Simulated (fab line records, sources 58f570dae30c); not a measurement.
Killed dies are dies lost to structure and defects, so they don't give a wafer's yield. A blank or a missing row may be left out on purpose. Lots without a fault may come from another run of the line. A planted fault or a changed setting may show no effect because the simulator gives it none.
A struck lot beside a sound one | flow berkeley_cmos170 | 16 steps out of a route of 331
Sound: wafers L783.4, L783.5, L783.6. Struck: wafers L788.2, L788.3, L788.5. The cause comes at the end.
At each step with rows: each side's tool, then ch and its chambers, then its first start. Under that, the readings that differ: sound wafers | struck wafers | difference of the means | sigmas: that difference in standard deviations of wafers without a fault.
alike: readings whose means differ by less than 2 such deviations, and words and numbers that are the same on both sides. not compared: withheld readings, readings that some wafer has no value for, bounds like >300 that may hide the same value, and numbers for which the record gives no deviation and whose values overlap.
The two part at a step that has a row with sigmas, a row that says differs or no value, or rows on one side only. Numbers that don't overlap but have no deviation are shown without sigmas and don't part them. A reading that every wafer of one side lacks parts them only if that side has two wafers or more.

UCB170_PWELL_THK_MEAS_03:
  sound on film_metro-04, day 4 11:26; struck on film_metro-02, day 5 15:14
  alike: PWELL_OXIDE_THK
then, 2 steps without rows for these wafers: UCB170_PWELL_ANNEAL_04 (time 900 s); UCB170_PWELL_CVD_05 (deposits Si3N4 from SiH2Cl2/NH3, target thk 220 nm, time 3300 s).
UCB170_PWELL_THK_MEAS_06:
  sound on film_metro-02, day 5 00:12; struck on film_metro-01, day 6 00:09
  reading                | sound             | struck            | difference | sigmas
  PWELL_NITRIDE_THK (nm) | 218.0 218.6 215.2 | 221.0 223.0 220.2 | +4.1       | +2
then, 6 steps without rows for these wafers: UCB170_PWELL_HMDS_07 (prime time 60 s); UCB170_PWELL_COAT_08 (resist thk 900 nm); UCB170_PWELL_SOFTBAKE_09 (time 60 s); UCB170_PWELL_EXPOSE_10 (exposes mask PWELL, target cd 3000 nm); UCB170_PWELL_PEB_11; UCB170_PWELL_DEVELOP_12 (develop time 45 s).
UCB170_PWELL_OVL_MEAS_13:
  sound on overlay-01, day 5 01:05; struck on overlay-01, day 6 01:10
  alike: PWELL_OVL
UCB170_PWELL_ETCH_14: etches Si3N4 in CH3F/Ar/O2, stops on SiO2, target depth 242 nm, time 151 s.
  sound on rie_diel-01 ch 0,1, day 5 01:06; struck on rie_diel-03 ch 0,1,3, day 6 01:12
  alike: drypump_motor_current_A, oes_product_au, throttle_valve_pct
  not compared: rf_hours_counter_h
UCB170_PWELL_IMPLANT_15:
  sound on implanter-03 ch 0, day 5 01:17; struck on implanter-03 ch 0, day 6 01:19
  reading            | sound                     | struck                        | difference | sigmas
  dose_ions_cm2      | 5e+12 5.007e+12 4.993e+12 | 3.896e+12 3.895e+12 3.905e+12 | -1.101e+12 | -99 or more
  faraday_current_uA | 15.9 16.2 16.1            | 12.3 12.4 12.3                | -3.7       | -12
  alike: beam_on_s
UCB170_PWELL_STRIP_16: strips in O2.
  sound on plasma_asher-02 ch 0,1, day 5 01:23; struck on plasma_asher-02 ch 0,1, day 6 01:27
  alike: drypump_motor_current_A, oes_product_au, strip_time_to_endpoint_s
  not compared: rf_hours_counter_h
UCB170_PWELL_TW_MEAS_17:
  sound on film_metro-04, day 5 01:29; struck on film_metro-04, day 6 01:47
  reading  | sound             | struck            | difference | sigmas
  PWELL_TW | 379.7 378.6 375.5 | 350.0 351.3 352.2 | -26.8      | -12
  not compared: hold
then, 1 step without rows for these wafers: UCB170_M3_PROBE_99.

WHERE THEY PART
First at UCB170_PWELL_THK_MEAS_06; last, within this record, at UCB170_PWELL_TW_MEAS_17.

WHY: what the simulator had put in
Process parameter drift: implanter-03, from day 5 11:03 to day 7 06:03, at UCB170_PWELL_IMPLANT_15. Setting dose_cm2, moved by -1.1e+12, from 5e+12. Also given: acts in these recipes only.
